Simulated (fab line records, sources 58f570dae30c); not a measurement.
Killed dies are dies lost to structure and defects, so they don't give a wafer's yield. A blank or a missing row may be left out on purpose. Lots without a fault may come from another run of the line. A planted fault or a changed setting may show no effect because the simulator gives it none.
fab line records | flow berkeley_cmos170 | part 1 of 2: steps 1 to 27 of 38
record lots=5 wafers=15 last_day=12
route steps=331 shown PWELL@47 WELLDRIVE@55 ACTIVE@60 PFIELD@79
lots that met no fault: from a run of the same line without faults
start_h: hours from the record's first day to the start of the lot's first wafer shown | wait_h: hours since the lot's step before | " the same as in the row above | L1.1+2: a row that stands for several wafers | - no value, or no start given | * or withheld: withheld | < > ~ a bound
route shown NAME@n: a module of which the file shows steps, and the number in the route of the first | usual: mean/standard deviation of fault-free wafers | same: alike in all rows | chamber/n: place in a boat | sites: the reading at each site | _std_site: their standard deviation | _edge_site: outer sites' mean less inner sites' | radius_mm: how far each site lies from the wafer's centre | mask NAME#n: copy n | behind: the tool/chamber that last shaped the wafer | hold: why the lot was held/for how many hours/how that ended | device: the transistor (n, p or np) that didn't switch | end of line: the same wafers' tests at the end of the route | a step without rows: its recipe alone | killed: dies lost to structure and defects at the first sort, not the wafer's yield | map: a wafer's dies, x killed, . not, _ none there
set.NAME: the setting as run; set.NAME@STEP: as run at that earlier step | model.NAME: the simulator's own value behind a step, which no gauge read
lots at some steps of the route; a table a step, a row a wafer
services: from which hour (start_h, from the record's first day; less than 0 if before it) a tool's chamber was out of use, for how many hours, and why
## steps
# step UCB170_PWELL_OVL_MEAS_13
# usual PWELL_OVL=-3/5.6
# columns lot.wafer tool chamber start_h wait_h PWELL_OVL[nm]
L079.3 overlay-02 - 89.67 - 0
L079.4 " - " " -5
L079.5 " - " " -3
L085.1 overlay-01 - 121.05 - 4
L085.3 " - " " -1
L085.6 " - " " 0
L086.1 overlay-02 - 121.29 - -8
L086.3 " - " " -10
L086.4 " - " " -7
L092.1 overlay-02 - 146.65 - -7
L092.5 " - " " -8
L092.6 " - " " -3
L094.1 overlay-01 - 161.84 - 13
L094.2 " - " " 3
L094.4 " - " " 1
# step UCB170_PWELL_ETCH_14
# recipe chemistry=CH3F/Ar/O2 target=Si3N4 stop_on=SiO2 CH3F_flow_sccm=20 Ar_flow_sccm=50 O2_flow_sccm=7 pressure_mtorr=50 rf_w=450 target_depth_a=2420 over_etch_frac=0.1 time_s=151
# usual CH3F_flow_sccm=20.00/0.054 drypump_motor_current_A=5.7/0.42 oes_product_au=0.936/0.017 throttle_valve_pct=8.08/0.092
# columns lot.wafer tool chamber start_h wait_h CH3F_flow_sccm drypump_motor_current_A oes_product_au rf_hours_counter_h throttle_valve_pct
L079.3 rie_diel-04 2 89.69 0.0 19.93 5.8 0.938 79 8.22
L079.4 " 0 " " 20.02 5.5 0.929 32 8.04
L079.5 " 0 " " 19.95 5.5 0.919 - 8.05
L085.1 rie_diel-04 0 121.08 0.0 19.96 5.5 0.937 33 8.05
L085.3 " 1 " " 20.00 6.4 0.904 116 8.07
L085.6 " 2 " " 20.05 5.8 0.943 - 8.24
L086.1 rie_diel-03 0 121.32 0.0 19.84 5.8 0.940 119 8.14
L086.3 " 1 " " 20.04 6.1 0.921 6 8.25
L086.4 " 3 " " 19.98 5.8 0.962 132 7.95
L092.1 rie_diel-04 2 146.69 0.0 20.04 5.8 0.947 81 8.24
L092.5 " 3 " " 19.92 5.3 0.931 - 7.95
L092.6 " 0 " " 20.02 5.5 0.942 - 8.06
L094.1 rie_diel-04 1 161.88 0.0 19.99 6.4 0.908 118 8.07
L094.2 " 0 " " 20.07 5.5 0.938 35 8.05
L094.4 " 3 " " 19.93 5.3 0.919 112 7.95
# step UCB170_PWELL_IMPLANT_15
# recipe species=B dose_cm2=5e+12 energy_kev=60 tilt_deg=7
# usual beam_energy_keV=60.002/0.016 end_station_pressure_torr=5.03e-06/2.7e-07
# columns lot.wafer tool chamber start_h wait_h beam_energy_keV end_station_pressure_torr
L079.3 implanter-02 0 89.84 0.1 59.996 5.02e-06
L079.4 " 0 " " 60.031 4.83e-06
L079.5 " 0 " " 59.968 4.73e-06
L085.1 implanter-01 0 121.18 0.1 59.977 4.7e-06
L085.3 " 0 " " 59.990 4.49e-06
L085.6 " 0 " " 60.007 5.46e-06
L086.1 implanter-04 0 121.42 0.1 60.010 5.08e-06
L086.3 " 0 " " 60.001 4.86e-06
L086.4 " 0 " " 59.968 4.92e-06
L092.1 implanter-02 0 146.79 0.1 59.998 5.1e-06
L092.5 " 0 " " 59.974 5.14e-06
L092.6 " 0 " " 59.986 4.8e-06
L094.1 implanter-04 0 161.98 0.1 60.003 4.68e-06
L094.2 " 0 " " 59.992 4.59e-06
L094.4 " 0 " " 60.000 4.82e-06
# step UCB170_PWELL_STRIP_16
# recipe chemistry=O2 power_w=400 pressure_mtorr=3500 platen_temp_c=withheld o2_flow_sccm=400 overash_fraction=0.5
# usual drypump_motor_current_A=6.22/0.26 o2_flow_sccm=399.8/1.2 oes_product_au=0.721/0.0041 strip_time_to_endpoint_s=18.12/0.094
# columns lot.wafer tool chamber start_h wait_h drypump_motor_current_A o2_flow_sccm oes_product_au rf_hours_counter_h strip_time_to_endpoint_s
L079.3 plasma_asher-02 0 89.97 0.1 6.37 401.5 0.720 - 18.20
L079.4 " 1 " " 6.60 398.6 0.722 - 18.13
L079.5 " 0 " " 6.38 399.7 0.728 - 18.12
L085.1 plasma_asher-01 1 121.33 0.1 6.31 402.0 0.725 35 17.99
L085.3 " 0 " " 6.23 399.6 0.725 - 18.20
L085.6 " 1 " " 6.32 401.7 0.721 - 18.12
L086.1 plasma_asher-02 1 121.57 0.1 6.52 401.1 0.722 36 18.29
L086.3 " 1 " " 6.54 399.8 0.728 - 18.09
L086.4 " 0 " " 6.37 399.0 0.721 - 18.11
L092.1 plasma_asher-01 0 146.94 0.1 6.18 399.1 0.717 38 18.18
L092.5 " 1 " " 6.34 397.6 0.721 - 18.19
L092.6 " 0 " " 6.21 399.7 0.717 - 18.12
L094.1 plasma_asher-01 0 162.13 0.1 6.21 400.1 0.720 39 18.07
L094.2 " 1 " " 6.35 399.7 0.724 39 18.03
L094.4 " 1 " " 6.35 400.5 0.723 - 18.08
# step UCB170_PWELL_TW_MEAS_17
# usual PWELL_TW=385/5.4
# columns lot.wafer tool chamber start_h wait_h PWELL_TW
L079.3 film_metro-03 - 90.06 0.1 389
L079.4 " - " " 390
L079.5 " - " " 389
L085.1 film_metro-04 - 121.43 0.1 380
L085.3 " - " " 380
L085.6 " - " " 381
L086.1 film_metro-03 - 121.67 0.1 391
L086.3 " - " " 390
L086.4 " - " " 389
L092.1 film_metro-04 - 147.04 0.1 377
L092.5 " - " " 377
L092.6 " - " " 376
L094.1 film_metro-04 - 162.23 0.1 376
L094.2 " - " " 376
L094.4 " - " " 376
# step UCB170_PWELL_CLEAN_18
# recipe chemistry=SPM temp_c=120 time_s=600
# usual bath_guard_temp_C=120.1/0.49
# columns lot.wafer tool chamber start_h wait_h bath_guard_temp_C
L079.3 wet_bench-04 3 90.10 0.0 120.3
L079.4 " 3 " " 119.6
L079.5 " 3 " " 120.0
L085.1 wet_bench-04 3 121.49 0.1 119.9
L085.3 " 3 " " 119.7
L085.6 " 3 " " 120.0
L086.1 wet_bench-01 0 121.73 0.1 120.0
L086.3 " 0 " " 120.1
L086.4 " 0 " " 120.8
L092.1 wet_bench-01 2 147.21 0.2 119.1
L092.5 " 2 " " 119.1
L092.6 " 2 " " 119.1
L094.1 wet_bench-02 1 162.29 0.1 120.2
L094.2 " 1 " " 119.8
L094.4 " 1 " " 120.1
# step UCB170_PWELL_WET_ETCH_19
# recipe chemistry=H3PO4 target=Si3N4 temp_c=160 time_s=14400
# usual bath_guard_temp_C=160.3/0.5
# columns lot.wafer tool chamber start_h wait_h bath_guard_temp_C
L079.3 wet_bench-04 0 90.38 0.1 159.6
L079.4 " 0 " " 158.7
L079.5 " 0 " " 159.1
L085.1 wet_bench-02 0 121.68 0.0 160.3
L085.3 " 0 " " 160.2
L085.6 " 0 " " 160.1
L086.1 wet_bench-01 3 121.91 0.0 160.2
L086.3 " 3 " " 160.7
L086.4 " 3 " " 160.6
L092.1 wet_bench-01 0 147.44 0.1 160.0
L092.5 " 0 " " 160.4
L092.6 " 0 " " 160.4
L094.1 wet_bench-02 0 162.46 0.0 160.4
L094.2 " 0 " " 160.6
L094.4 " 0 " " 160.1
# step UCB170_PWELL_WET_ETCH_20
# recipe chemistry=BOE dilution=5:1 target=SiO2 temp_c=25 time_s=22
# columns lot.wafer tool chamber start_h wait_h
L079.3+4+5 wet_bench-01 2 94.61 0.2
L085.1+3+6 wet_bench-02 0 125.89 0.2
L086.1+3+4 wet_bench-02 0 126.08 0.2
L092.1+5+6 wet_bench-02 2 151.45 0.0
L094.1+2+4 wet_bench-01 1 166.66 0.2
# step UCB170_WELLDRIVE_CLEAN_00
# recipe chemistry=SPM temp_c=120 time_s=600
# usual bath_guard_temp_C=119.9/0.47
# columns lot.wafer tool chamber start_h wait_h bath_guard_temp_C
L079.3 wet_bench-01 2 94.66 0.0 119.1
L079.4 " 2 " " 119.2
L079.5 " 2 " " 119.4
L085.1 wet_bench-02 2 125.91 0.0 120.0
L085.3 " 2 " " 119.8
L085.6 " 2 " " 120.1
L086.1 wet_bench-02 3 126.10 0.0 121.2
L086.3 " 3 " " 121.1
L086.4 " 3 " " 121.2
L092.1 wet_bench-04 0 151.47 0.0 119.5
L092.5 " 0 " " 119.4
L092.6 " 0 " " 119.4
L094.1 wet_bench-02 0 166.75 0.1 119.8
L094.2 " 0 " " 120.1
L094.4 " 0 " " 120.2
# step UCB170_WELLDRIVE_OXIDATION_01
# recipe temp_c=1100 ambient=O2 target_thk_a=1990 ox_time_s=9000
# usual spike_tc_source_C=1125.7/1.8 tube_center_temp_C=1100/0.11
# columns lot.wafer tool chamber start_h wait_h spike_tc_source_C tube_center_temp_C
L079.3 furnace-01 0 97.69 2.8 1130.8 1100
L079.4 " 0 " " 1130.4 1100.2
L079.5 " 0 " " 1132.0 1100.1
L085.1 furnace-04 0 130.78 4.7 1126.9 1100
L085.3 " 0 " " 1126.3 1100.1
L085.6 " 0 " " 1128.4 1100
L086.1 furnace-04 0 130.78 4.5 1126.2 1100
L086.3 " 0 " " 1126.2 1099.9
L086.4 " 0 " " 1126.6 1099.9
L092.1 furnace-02 0 154.36 2.7 1123.0 1100
L092.5 " 0 " " 1124.7 1100.1
L092.6 " 0 " " 1123.6 1100.1
L094.1 furnace-04 0 169.97 3.0 1125.9 1100.1
L094.2 " 0 " " 1126.7 1100
L094.4 " 0 " " 1127.3 1100
# step UCB170_WELLDRIVE_THK_MEAS_02
# recipe reads=SiO2_of_WELLDRIVE_OXIDATION_01
# usual WELLDRIVE_OXIDE_THK=197/4
# columns lot.wafer tool chamber start_h wait_h WELLDRIVE_OXIDE_THK[nm]
L079.3 film_metro-03 - 101.21 0.0 193
L079.4 " - " " 195
L079.5 " - " " 191
L085.1 film_metro-02 - 134.28 0.0 203
L085.3 " - " " 204
L085.6 " - " " 200
L086.1 film_metro-03 - 134.29 0.0 195
L086.3 " - " " 197
L086.4 " - " " 196
L092.1 film_metro-02 - 157.86 0.0 200
L092.5 " - " " 201
L092.6 " - " " 203
L094.1 film_metro-01 - 173.47 0.0 196
L094.2 " - " " 196
L094.4 " - " " 197
# step UCB170_WELLDRIVE_ANNEAL_03
# recipe temp_c=1100 time_s=900 ambient=N2
# usual spike_tc_source_C=1128.5/2.3 tube_center_temp_C=1100/0.098
# columns lot.wafer tool chamber start_h wait_h spike_tc_source_C tube_center_temp_C
L079.3 furnace-01 0 105.36 4.1 1131.2 1100
L079.4 " 0 " " 1129.6 1100
L079.5 " 0 " " 1129.1 1100
L085.1 furnace-01 0 139.59 5.3 1130.8 1100
L085.3 " 0 " " 1131.1 1100.1
L085.6 " 0 " " 1130.2 1099.9
L086.1 furnace-01 0 139.59 5.3 1130.5 1100.1
L086.3 " 0 " " 1129.9 1100
L086.4 " 0 " " 1129.1 1100.1
L092.1 furnace-04 0 161.87 4.0 1125.6 1100
L092.5 " 0 " " 1125.1 1099.9
L092.6 " 0 " " 1127.1 1100.1
L094.1 furnace-01 0 178.61 5.1 1130.5 1099.9
L094.2 " 0 " " 1128.6 1100.1
L094.4 " 0 " " 1130.7 1100.1
# step UCB170_WELLDRIVE_WET_ETCH_04
# recipe chemistry=BOE dilution=5:1 target=SiO2 temp_c=25 time_s=120
# columns lot.wafer tool chamber start_h wait_h
L079.3+4+5 wet_bench-04 3 106.63 0.0
L085.1+3+6 wet_bench-04 1 141.33 0.5
L086.1+3+4 wet_bench-04 2 141.33 0.5
L092.1+5+6 wet_bench-02 1 166.47 3.4
L094.1+2+4 wet_bench-04 3 179.86 0.0
# step UCB170_ACTIVE_CLEAN_00
# recipe chemistry=SPM temp_c=120 time_s=600
# usual bath_guard_temp_C=120.0/0.53
# columns lot.wafer tool chamber start_h wait_h bath_guard_temp_C
L079.3 wet_bench-04 3 106.68 0.0 119.7
L079.4 " 3 " " 119.8
L079.5 " 3 " " 120.2
L085.1 wet_bench-04 0 141.37 0.0 119.3
L085.3 " 0 " " 119.3
L085.6 " 0 " " 119.1
L086.1 wet_bench-04 3 141.37 0.0 120.1
L086.3 " 3 " " 119.7
L086.4 " 3 " " 119.9
L092.1 wet_bench-04 3 166.74 0.2 119.4
L092.5 " 3 " " 120.0
L092.6 " 3 " " 119.6
L094.1 wet_bench-01 0 179.90 0.0 120.3
L094.2 " 0 " " 120.3
L094.4 " 0 " " 120.7
# step UCB170_ACTIVE_CLEAN_01
# recipe chemistry=dHF dilution=25:1 time_s=60
# columns lot.wafer tool chamber start_h wait_h
L079.3+4+5 wet_bench-04 0 106.87 0.0
L085.1+3+6 wet_bench-04 1 141.55 0.0
L086.1+3+4 wet_bench-04 1 141.55 0.0
L092.1+5+6 wet_bench-02 2 166.93 0.0
L094.1+2+4 wet_bench-04 0 180.08 0.0
# step UCB170_ACTIVE_OXIDATION_02
# recipe temp_c=1000 ambient=O2 target_thk_a=264 ox_time_s=1260
# usual spike_tc_source_C=1025.8/2.8 tube_center_temp_C=1000/0.092
# columns lot.wafer tool chamber start_h wait_h spike_tc_source_C tube_center_temp_C
L079.3 furnace-04 0 112.21 5.3 1024.8 999.92
L079.4 " 0 " " 1024.0 999.98
L079.5 " 0 " " 1024.8 999.92
L085.1 furnace-01 0 146.76 5.2 1029.6 1000
L085.3 " 0 " " 1029.6 999.85
L085.6 " 0 " " 1029.0 1000
L086.1 furnace-01 0 146.76 5.2 1027.4 1000.1
L086.3 " 0 " " 1030.0 999.94
L086.4 " 0 " " 1028.7 1000.1
L092.1 furnace-02 0 170.45 3.5 1022.5 1000.1
L092.5 " 0 " " 1023.3 999.93
L092.6 " 0 " " 1023.2 1000
L094.1 furnace-04 0 185.75 5.7 1024.8 999.94
L094.2 " 0 " " 1026.4 1000.1
L094.4 " 0 " " 1024.3 1000.1
# step UCB170_ACTIVE_THK_MEAS_03
# recipe reads=SiO2_of_ACTIVE_OXIDATION_02
# usual ACTIVE_OXIDE_THK=26.2/0.49
# columns lot.wafer tool chamber start_h wait_h ACTIVE_OXIDE_THK[nm]
L079.3 film_metro-02 - 113.70 0.1 25.9
L079.4 " - " " 26.0
L079.5 " - " " 25.7
L085.1 film_metro-04 - 148.11 0.0 26.6
L085.3 " - " " 26.9
L085.6 " - " " 26.7
L086.1 film_metro-02 - 148.11 0.0 26.4
L086.3 " - " " 26.0
L086.4 " - " " 26.3
L092.1 film_metro-02 - 171.80 0.0 26.9
L092.5 " - " " 26.8
L092.6 " - " " 26.9
L094.1 film_metro-03 - 187.10 0.0 25.9
L094.2 " - " " 25.7
L094.4 " - " " 25.7
# step UCB170_ACTIVE_ANNEAL_04
# recipe temp_c=1000 time_s=900 ambient=N2
# usual spike_tc_source_C=1025.3/2 tube_center_temp_C=1000/0.091
# columns lot.wafer tool chamber start_h wait_h spike_tc_source_C tube_center_temp_C
L079.3 furnace-02 0 119.45 5.7 1021.3 999.94
L079.4 " 0 " " 1021.7 999.99
L079.5 " 0 " " 1023.2 999.83
L085.1 furnace-04 0 152.54 4.4 1024.9 999.93
L085.3 " 0 " " 1027.0 999.72
L085.6 " 0 " " 1025.2 1000
L086.1 furnace-04 0 152.54 4.4 1024.2 1000.1
L086.3 " 0 " " 1025.6 999.98
L086.4 " 0 " " 1025.3 1000.2
L092.1 furnace-04 0 176.07 4.3 1024.2 999.95
L092.5 " 0 " " 1022.4 999.93
L092.6 " 0 " " 1022.9 999.96
L094.1 furnace-04 0 191.60 4.5 1025.1 999.91
L094.2 " 0 " " 1024.1 999.74
L094.4 " 0 " " 1024.7 1000.1
# step UCB170_ACTIVE_CVD_05
# recipe material=Si3N4 target_thk_nm=220 temp_c=800 precursor=SiH2Cl2/NH3 time_s=3300 pressure_mtorr=200 sih2cl2_flow_sccm=25 nh3_flow_sccm=75
# usual spike_tc_source_C=820.2/1.3
# columns lot.wafer tool chamber start_h wait_h spike_tc_source_C
L079.3 lpcvd-01 0 120.70 0.0 822.3
L079.4 " 0 " " 821.1
L079.5 " 0 " " 822.1
L085.1 lpcvd-01 1 153.79 0.0 819.0
L085.3 " 1 " " 820.7
L085.6 " 1 " " 820.0
L086.1 lpcvd-01 1 153.79 0.0 819.5
L086.3 " 1 " " 819.4
L086.4 " 1 " " 821.2
L092.1 lpcvd-02 0 177.32 0.0 819.7
L092.5 " 0 " " 819.6
L092.6 " 0 " " 819.3
L094.1 lpcvd-02 0 192.85 0.0 819.2
L094.2 " 0 " " 820.9
L094.4 " 0 " " 821.5
# step UCB170_ACTIVE_THK_MEAS_06
# recipe reads=Si3N4_of_ACTIVE_CVD_05
# usual ACTIVE_NITRIDE_THK=219.5/1.4
# columns lot.wafer tool chamber start_h wait_h ACTIVE_NITRIDE_THK[nm]
L079.3 film_metro-03 - 122.64 0.0 219.2
L079.4 " - " " 218.1
L079.5 " - " " 217.6
L085.1 film_metro-04 - 155.70 0.0 220.5
L085.3 " - " " 219.5
L085.6 " - " " 219.8
L086.1 film_metro-03 - 155.70 0.0 218.7
L086.3 " - " " 221.3
L086.4 " - " " 220.9
L092.1 film_metro-02 - 179.24 0.0 216.1
L092.5 " - " " 217.0
L092.6 " - " " 216.9
L094.1 film_metro-04 - 195.73 0.0 219.6
L094.2 " - " " 220.6
L094.4 " - " " 221.9
# step UCB170_ACTIVE_HMDS_07
# recipe prime_time_s=60 prime_temp_c=100
# columns lot.wafer tool chamber start_h wait_h
L079.3+4+5 litho_track-01 0 122.73 0.1
L085.1+3+6 litho_track-03 0 155.89 0.2
L086.1+3+4 litho_track-04 0 155.98 0.3
L092.1+5+6 litho_track-01 0 179.30 0.1
L094.1+2+4 litho_track-04 0 196.02 0.3
# step UCB170_ACTIVE_COAT_08
# recipe resist=KrF spin_rpm=1500 resist_thk_nm=900
# columns lot.wafer tool chamber start_h wait_h
L079.3+4+5 litho_track-01 0 122.88 0.1
L085.1+3+6 litho_track-03 0 156.04 0.1
L086.1+3+4 litho_track-04 0 156.13 0.1
L092.1+5+6 litho_track-01 0 179.45 0.1
L094.1+2+4 litho_track-04 0 196.17 0.1
# step UCB170_ACTIVE_SOFTBAKE_09
# recipe resist=KrF temp_c=130 time_s=60
# columns lot.wafer tool chamber start_h wait_h
L079.3+4+5 litho_track-01 0 123.03 0.1
L085.1+3+6 litho_track-03 0 156.19 0.1
L086.1+3+4 litho_track-04 0 156.28 0.1
L092.1+5+6 litho_track-01 0 179.60 0.1
L094.1+2+4 litho_track-04 0 196.32 0.1
# step UCB170_ACTIVE_EXPOSE_10
# recipe mask_id=ACTIVE target_cd_nm=1200 na=0.5 sigma_outer=0.6 source_shape=conventional dose_mj=20
# usual focus_offset_nm=0.1/0.48
# columns lot.wafer tool chamber start_h wait_h mask focus_offset_nm
L079.3 krf_scanner-02 0 123.19 0.1 ACTIVE#0 -0.6
L079.4 " 0 " " ACTIVE#0 0.7
L079.5 " 0 " " ACTIVE#0 0.0
L085.1 krf_scanner-01 0 156.46 0.2 ACTIVE#0 0.9
L085.3 " 0 " " ACTIVE#0 0.0
L085.6 " 0 " " ACTIVE#0 0.0
L086.1 krf_scanner-02 0 156.76 0.5 ACTIVE#0 -0.2
L086.3 " 0 " " ACTIVE#0 -0.1
L086.4 " 0 " " ACTIVE#0 0.1
L092.1 krf_scanner-01 0 179.87 0.2 ACTIVE#0 0.0
L092.5 " 0 " " ACTIVE#0 0.2
L092.6 " 0 " " ACTIVE#0 -0.5
L094.1 krf_scanner-02 0 196.75 0.4 ACTIVE#0 -0.2
L094.2 " 0 " " ACTIVE#0 0.2
L094.4 " 0 " " ACTIVE#0 -0.3
# step UCB170_ACTIVE_PEB_11
# recipe peb_temp_c=130 peb_time_s=withheld resist=KrF
# columns lot.wafer tool chamber start_h wait_h
L079.3+4+5 litho_track-03 0 123.31 0.1
L085.1+3+6 litho_track-03 0 156.58 0.1
L086.1+3+4 litho_track-01 0 156.87 0.1
L092.1+5+6 litho_track-04 0 179.99 0.1
L094.1+2+4 litho_track-04 0 197.25 0.5
# step UCB170_ACTIVE_DEVELOP_12
# recipe developer=TMAH develop_time_s=45 resist=KrF dev_temp_c=21
# columns lot.wafer tool chamber start_h wait_h
L079.3+4+5 litho_track-03 0 - -
L085.1+3+6 litho_track-03 0 - -
L086.1+3+4 litho_track-01 0 - -
L092.1+5+6 litho_track-04 0 - -
L094.1+2+4 litho_track-04 0 - -
# step UCB170_ACTIVE_CD_MEAS_13
# recipe target_cd_nm=1200
# usual cd_nm=1200.0/1.4
# columns lot.wafer tool chamber start_h wait_h cd_nm
L079.3 cd_sem-01 - 123.58 - 1200.9
L079.4 " - " " 1199.6
L079.5 " - " " 1200.8
L085.1 cd_sem-01 - 156.85 - 1202.7
L085.3 " - " " 1202.4
L085.6 " - " " 1201.5
L086.1 cd_sem-02 - 157.15 - 1200.0
L086.3 " - " " 1200.4
L086.4 " - " " 1198.5
L092.1 cd_sem-01 - 180.26 - 1197.5
L092.5 " - " " 1197.8
L092.6 " - " " 1198.9
L094.1 cd_sem-02 - 197.52 - 1202.5
L094.2 " - " " 1203.0
L094.4 " - " " 1203.3
